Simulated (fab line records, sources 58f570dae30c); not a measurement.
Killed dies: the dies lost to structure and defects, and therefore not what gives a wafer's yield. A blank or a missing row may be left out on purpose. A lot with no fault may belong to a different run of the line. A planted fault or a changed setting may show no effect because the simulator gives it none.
fab line records    flow berkeley_cmos170    part 2 of 2: steps 30 to 39 of 39
record: lots: 5  wafers: 15  last_day: 12
route steps=331 shown BACKSIDE@199 SDANNEAL@204 PSD@206 NSD@207 PLDD@208 NLDD@209 SILICIDE@210 CONTACT@216
lots with no fault: from the same line, run without faults
start_h: hours from the record's first day to the start of the lot's first wafer shown    wait_h: hours elapsed since this lot's preceding step    " identical to the entry in the row above    L1.1+2: a row that stands for several wafers    - either no value or no given start    * or withheld: withheld    < > ~ a bound
route shown NAME@n: names a module that has steps shown in the file, with the first one's number in the route    usual: mean/standard deviation taken from wafers without a fault    same: alike in all rows    chamber/n: place in a boat    sites: each site's reading    _std_site: standard deviation of those values    _edge_site: inner sites' mean taken away from outer sites' mean    radius_mm: for every site, how far away it sits from the centre of the wafer    mask NAME#n: copy n    behind: the last tool/chamber to shape the wafer    hold: why the lot went on hold/how many hours it stayed there/how the hold came to an end    device: names the non-switching transistor (n, p or np)    end of line: the same wafers' tests at the end of the route    a step with no rows: only its recipe    killed: the dies lost at the first sort to structure and to defects; this is not the yield of the wafer    map: a wafer's dies, x killed, . not, _ none there
set.NAME: the setting as run; set.NAME@STEP: as run at that earlier step    model.NAME: the simulator's own value behind a step, which no gauge read
a table for each step, a row for each wafer; lots at some steps of the route
services: from which hour (start_h, from the record's first day; less than 0 if before it) a tool's chamber was out of use, for how many hours, and why
== steps ==
step: UCB170_CONTACT_EXPOSE_12
recipe: mask_id: CONT  target_cd_nm: 700  na: 0.5  sigma_outer: 0.6  source_shape: conventional  dose_mj: 35
lot.wafer   tool            chamber  start_h  wait_h  mask
L079.1+3+5  krf_scanner-02  0        167.10   -       CONT#0
L088.1+2+5  krf_scanner-01  0        210.18   -       CONT#0
L089.1+4+5  krf_scanner-01  0        218.41   -       CONT#0
L091.2+4+5  krf_scanner-02  0        234.65   -       CONT#0
L096.4+5+6  krf_scanner-02  0        260.93   -       CONT#0
step: UCB170_CONTACT_PEB_13
recipe: peb_temp_c: 130  peb_time_s: withheld  resist: KrF
lot.wafer   tool            chamber  start_h  wait_h
L079.1+3+5  litho_track-01  0        167.21   0.1
L088.1+2+5  litho_track-01  0        210.30   0.1
L089.1+4+5  litho_track-01  0        218.93   0.5
L091.2+4+5  litho_track-01  0        234.93   0.3
L096.4+5+6  litho_track-01  0        261.07   0.1
step: UCB170_CONTACT_DEVELOP_14
recipe: developer: TMAH  develop_time_s: 45  resist: KrF  dev_temp_c: 21
lot.wafer   tool            chamber  start_h  wait_h
L079.1+3+5  litho_track-01  0        -        -
L088.1+2+5  litho_track-01  0        -        -
L089.1+4+5  litho_track-01  0        -        -
L091.2+4+5  litho_track-01  0        -        -
L096.4+5+6  litho_track-01  0        -        -
step: UCB170_CONTACT_CD_MEAS_15
recipe: target_cd_nm: 700
usual: cd_nm: 700.3/1.5
lot.wafer  tool       chamber  start_h  wait_h  cd_nm
L079.1     cd_sem-02  -        167.49   -       702.4
L079.3     "          -        "        "       701.7
L079.5     "          -        "        "       700.2
L088.1     cd_sem-01  -        210.64   -       700.9
L088.2     "          -        "        "       700.3
L088.5     "          -        "        "       700.2
L089.1     cd_sem-01  -        219.25   -       698.7
L089.4     "          -        "        "       698.9
L089.5     "          -        "        "       699.1
L091.2     cd_sem-02  -        235.20   -       700.8
L091.4     "          -        "        "       700.7
L091.5     "          -        "        "       699.1
L096.4     cd_sem-02  -        261.33   -       703.4
L096.5     "          -        "        "       703.3
L096.6     "          -        "        "       701.1
step: UCB170_CONTACT_OVL_MEAS_16
usual: CONTACT_OVL: -1/6.3
lot.wafer  tool        chamber  start_h  wait_h  CONTACT_OVL[nm]
L079.1     overlay-01  -        167.61   0.1     4
L079.3     "           -        "        "       -1
L079.5     "           -        "        "       1
L088.1     overlay-01  -        210.76   0.1     5
L088.2     "           -        "        "       -7
L088.5     "           -        "        "       3
L089.1     overlay-01  -        219.37   0.1     -9
L089.4     "           -        "        "       -3
L089.5     "           -        "        "       -2
L091.2     overlay-01  -        235.31   0.1     2
L091.4     "           -        "        "       2
L091.5     "           -        "        "       -7
L096.4     overlay-01  -        261.40   0.1     -4
L096.5     "           -        "        "       -1
L096.6     "           -        "        "       -4
step: UCB170_CONTACT_ETCH_17
recipe: chemistry: N2/H2  target_depth_a: withheld  overetch_a: withheld  target: BARC  time_s: withheld  source_w: 500  bias_w: 100  pressure_mtorr: 30  n2_flow_sccm: 100  h2_flow_sccm: 200
usual: drypump_motor_current_A: 5.7/0.49  oes_product_au: 1.001/0.016  throttle_valve_pct: 13.28/0.19
lot.wafer  tool         chamber  start_h  wait_h  drypump_motor_current_A  oes_product_au  throttle_valve_pct
L079.1     rie_diel-02  3        167.64   0.0     6.0                      0.990           13.35
L079.3     "            1        "        "       6.3                      0.999           13.43
L079.5     "            0        "        "       5.3                      0.994           13.13
L088.1     rie_diel-04  2        210.80   0.0     6.6                      1.034           13.32
L088.2     "            3        "        "       5.7                      1.007           13.21
L088.5     "            2        "        "       6.6                      1.025           13.33
L089.1     rie_diel-01  2        219.41   0.0     5.7                      0.989           13.65
L089.4     "            3        "        "       5.8                      0.977           13.50
L089.5     "            2        "        "       5.7                      0.979           13.67
L091.2     rie_diel-02  1        235.34   0.0     6.2                      0.995           13.41
L091.4     "            2        "        "       5.7                      1.005           13.04
L091.5     "            1        "        "       6.3                      0.993           13.44
L096.4     rie_diel-04  2        261.42   0.0     6.6                      1.028           13.32
L096.5     "            2        "        "       6.6                      1.031           13.34
L096.6     "            1        "        "       6.1                      1.019           13.07
step: UCB170_CONTACT_ETCH_18
recipe: chemistry: CHF3/CF4/Ar  target: PSG  stop_on: TiSi2  CHF3_flow_sccm: 45  cf4_flow_sccm: 15  Ar_flow_sccm: 150  pressure_mtorr: 200  rf_w: 700  target_depth_a: 8400  over_etch_frac: 0.2  time_s: 195
usual: drypump_motor_current_A: 5.7/0.48  oes_product_au: 0.894/0.012  throttle_valve_pct: 6.90/0.12
lot.wafer  tool         chamber  start_h  wait_h  drypump_motor_current_A  oes_product_au  rf_hours_counter_h  throttle_valve_pct
L079.1     rie_diel-02  3        -        -       6.0                      0.868           6                   6.98
L079.3     "            1        "        "       6.3                      0.882           97                  6.95
L079.5     "            0        "        "       5.3                      0.881           -                   6.83
L088.1     rie_diel-04  2        -        -       6.6                      0.917           60                  6.95
L088.2     "            3        "        "       5.7                      0.909           113                 6.86
L088.5     "            2        "        "       6.6                      0.908           -                   6.94
L089.1     rie_diel-01  2        -        -       5.7                      0.896           74                  7.11
L089.4     "            3        "        "       5.7                      0.888           -                   7.06
L089.5     "            2        "        "       5.7                      0.898           -                   7.11
L091.2     rie_diel-02  1        -        -       6.2                      0.901           100                 6.96
L091.4     "            2        "        "       5.7                      0.905           107                 6.82
L091.5     "            1        "        "       6.2                      0.902           -                   6.98
L096.4     rie_diel-04  2        -        -       6.6                      0.910           63                  6.92
L096.5     "            2        "        "       6.6                      0.910           -                   6.94
L096.6     "            1        "        "       6.1                      0.893           -                   6.75
step: UCB170_CONTACT_STRIP_19
recipe: chemistry: O2  power_w: 400  pressure_mtorr: 3500  platen_temp_c: withheld  o2_flow_sccm: 400  overash_fraction: 0.5
usual: drypump_motor_current_A: 5.9/0.32  oes_product_au: 0.725/0.0044
lot.wafer  tool             chamber  start_h  wait_h  drypump_motor_current_A  oes_product_au  rf_hours_counter_h
L079.1     plasma_asher-03  0        167.81   -       5.5                      0.729           6
L079.3     "                1        "        "       5.5                      0.730           -
L079.5     "                1        "        "       5.5                      0.721           -
L088.1     plasma_asher-01  1        210.96   -       5.9                      0.723           44
L088.2     "                0        "        "       6.3                      0.728           44
L088.5     "                1        "        "       5.9                      0.715           -
L089.1     plasma_asher-04  0        219.57   -       6.0                      0.717           50
L089.4     "                1        "        "       6.3                      0.726           -
L089.5     "                0        "        "       6.0                      0.727           -
L091.2     plasma_asher-01  0        235.51   -       6.3                      0.727           48
L091.4     "                1        "        "       5.9                      0.721           -
L091.5     "                0        "        "       6.3                      0.724           -
L096.4     plasma_asher-04  1        261.62   -       6.3                      0.723           -
L096.5     "                0        "        "       6.0                      0.721           -
L096.6     "                1        "        "       6.3                      0.728           -
step: UCB170_CONTACT_CD_MEAS_90
recipe: target_cd_nm: 700
usual: cd_nm: 700.2/1.8
lot.wafer  tool       chamber  start_h  wait_h  cd_nm
L079.1     cd_sem-01  -        167.91   0.1     701.9
L079.3     "          -        "        "       701.9
L079.5     "          -        "        "       700.2
L088.1     cd_sem-01  -        211.06   0.1     701.1
L088.2     "          -        "        "       700.1
L088.5     "          -        "        "       699.6
L089.1     cd_sem-01  -        219.67   0.1     698.4
L089.4     "          -        "        "       698.0
L089.5     "          -        "        "       698.5
L091.2     cd_sem-02  -        235.63   0.1     700.8
L091.4     "          -        "        "       700.7
L091.5     "          -        "        "       698.8
L096.4     cd_sem-01  -        261.75   0.1     702.8
L096.5     "          -        "        "       702.2
L096.6     "          -        "        "       701.7
step: UCB170_CONTACT_CLEAN_20
recipe: chemistry: SPM  temp_c: 120  time_s: 600
usual: temp_c: 120.04/0.13
lot.wafer  tool          chamber  start_h  wait_h  temp_c
L079.1     wet_bench-03  0        168.05   0.1     119.87
L079.3     "             0        "        "       120.02
L079.5     "             0        "        "       119.88
L088.1     wet_bench-01  3        211.26   0.2     120.12
L088.2     "             3        "        "       120.13
L088.5     "             3        "        "       120.09
L089.1     wet_bench-01  3        219.79   0.1     119.86
L089.4     "             3        "        "       119.96
L089.5     "             3        "        "       119.90
L091.2     wet_bench-02  2        236.12   0.5     119.93
L091.4     "             2        "        "       120.11
L091.5     "             2        "        "       120.05
L096.4     wet_bench-02  3        262.47   0.7     120.35
L096.5     "             3        "        "       120.35
L096.6     "             3        "        "       120.19
== services ==
tool             chamber  start_h  hours  kind
krf_scanner-01   -        144.27   0.8    pm
plasma_asher-02  -        145.97   2.8    pm
rtp_anneal-01    -        150.19   4.3    repair
krf_scanner-01   -        155.98   3.5    repair
krf_scanner-01   -        166.39   1.0    pm
krf_scanner-01   -        181.32   3.1    repair
plasma_asher-04  -        190.74   28.1   pm
plasma_asher-03  -        191.66   4.7    repair
krf_scanner-02   -        195.27   1.0    pm
krf_scanner-02   -        198.70   0.8    pm
rie_diel-01      2        199.99   2.4    repair
rie_diel-04      1        201.02   26.1   repair
rie_diel-04      -        202.28   0.5    repair
pvd_sputter-01   3        204.91   -      consumable_replace:kit
pvd_sputter-01   3        204.91   18.0   scheduled_down
pvd_sputter-01   3        204.91   18.0   vent_cycle
rie_diel-01      1        205.51   33.8   repair
wet_bench-03     -        212.05   1.9    pm
krf_scanner-01   -        212.41   1.3    pm
pvd_sputter-03   -        217.23   2.0    repair
krf_scanner-02   -        229.85   1.3    pm
rie_diel-02      -        241.82   2.8    pm
rie_diel-01      1        243.74   23.5   repair
krf_scanner-01   -        250.99   4.4    pm
